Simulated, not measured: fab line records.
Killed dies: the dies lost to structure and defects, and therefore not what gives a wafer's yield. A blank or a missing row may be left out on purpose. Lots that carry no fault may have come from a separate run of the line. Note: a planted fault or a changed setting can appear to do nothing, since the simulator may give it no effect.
Which of the tools did it?    flow rit-cmos    Sampling: 12 lots, 36 wafers, 3 of 202 route steps

== WHAT THE GAUGES READ, wafer by wafer ==
RIT_NWELL_TW_MEAS_10. Usual: NWELL_TW typically reads 2141, with standard deviation 20.
lot   measured     on             NWELL_TW        flag
L141  day 2 05:44  film-metro-02  2139 2134 2134  
L142  day 2 07:29  film-metro-02  2132 2143 2144  
L149  day 3 15:09  film-metro-04  2113 2118 2126  
L151  day 4 00:07  film-metro-04  2119 2132 2127  
L153  day 4 10:40  film-metro-03  2163 2168 2166  
L154  day 4 15:48  film-metro-02  2132 2141 2150  
L156  day 5 01:28  film-metro-03  2135 2141 2154  
L160  day 5 22:51  film-metro-04  2112 2108 2106  
L161  day 6 03:49  film-metro-04  2132 2133 2129  
L162  day 6 11:31  film-metro-02  2166 2160 2146  
L163  day 6 18:55  film-metro-04  2128 2116 2124  
L164  day 7 00:13  film-metro-03  2152 2151 2165  

RIT_M1_OVL_MEAS_10. Usual: M1_OVL typically reads -0.7 nm, with standard deviation 1.4.
lot   measured     on          M1_OVL (nm)     flag
L141  day 3 17:17  overlay-02  -3.5 -1.2 -2.1  
L142  day 3 19:28  overlay-01  -0.4 -0.4 0.1   
L149  day 5 01:31  overlay-01  0.6 0.8 0.8     
L151  day 5 10:14  overlay-01  -1.9 -1.3 -1.9  
L153  day 5 20:39  overlay-02  -1.7 -1.6 1.4   
L154  day 6 04:41  overlay-02  -0.8 -3.1 -1.9  
L156  day 6 13:07  overlay-01  -0.9 -0.4 0.3   
L160  day 7 17:12  overlay-01  -0.7 -3.0 -0.7  
L161  day 7 20:29  overlay-01  -0.5 -0.9 0.4   
L162  day 8 03:25  overlay-02  -0.6 0.4 -1.3   
L163  day 8 12:41  overlay-01  0.5 -0.4 0.0    
L164  day 8 14:15  overlay-02  -0.7 -1.3 -2.4  

== WHAT TOOL EACH LOT RAN ON (gives the tool, then ch and the chambers of the sampled wafers, and finally the start) ==
lot   RIT_NLDD_HARDBAKE_07
L141  litho-track-04 ch 0, day 3 04:11
L142  litho-track-02 ch 0, day 3 04:41
L149  litho-track-02 ch 0, day 4 10:55
L151  litho-track-02 ch 0, day 4 21:17
L153  litho-track-04 ch 0, day 5 07:49
L154  litho-track-04 ch 0, day 5 15:04
L156  litho-track-03 ch 0, day 6 00:34
L160  litho-track-04 ch 0, day 7 03:51
L161  litho-track-02 ch 0, day 7 07:50
L162  litho-track-04 ch 0, day 7 14:45
L163  litho-track-03 ch 0, day 7 22:38
L164  litho-track-04 ch 0, day 8 01:33
- RIT_NLDD_HARDBAKE_07: time 60 s.

== AS READ BY THE TOOLS THEMSELVES (means over the sampled wafers that have a number; for cases with no such wafer, the mark the record gives instead) ==
RIT_NLDD_HARDBAKE_07. Usual: heater-power-total-W 62.54 W, standard deviation 0.05; plate-temp-C 139.99 C, standard deviation 0.17.
lot   tool            heater-power-total-W (W)  plate-temp-C (C)  flag
L141  litho-track-04  62.56                     140.04            
L142  litho-track-02  62.49                     139.73            
L149  litho-track-02  65.93                     145.68            OFF
L151  litho-track-02  65.93                     145.94            OFF
L153  litho-track-04  62.58                     140.12            
L154  litho-track-04  62.59                     140.03            
L156  litho-track-03  62.53                     140.28            
L160  litho-track-04  62.53                     139.97            
L161  litho-track-02  62.48                     139.86            
L162  litho-track-04  62.52                     139.96            
L163  litho-track-03  62.57                     139.93            
L164  litho-track-04  62.53                     140.01            

== THE ANSWER, worked out from the rows above alone ==
Rule: take the mean of a lot's wafers that have a number; if it is more than 3 standard deviations from the usual mean, the lot is off. A lot without any number at a reading at which 4 lots or more have one is off too. The other lots that the step has rows for count as sound. After the gauges, taken in route order, come the tools' own readings; for these a lot's mean is taken, as printed above. The first step at which some lot is off is used, and at that step the reading that is off furthest; a lot without a number counts as furthest.
Off at RIT_NLDD_HARDBAKE_07 (heater-power-total-W): L149, L151.
If a tool, at that step or one of the process steps before it, ran each lot that is off and ran no sound lot following the first of them, it fits. No candidate that was tried fits.

== WHAT THE SIMULATOR PUT IN ==
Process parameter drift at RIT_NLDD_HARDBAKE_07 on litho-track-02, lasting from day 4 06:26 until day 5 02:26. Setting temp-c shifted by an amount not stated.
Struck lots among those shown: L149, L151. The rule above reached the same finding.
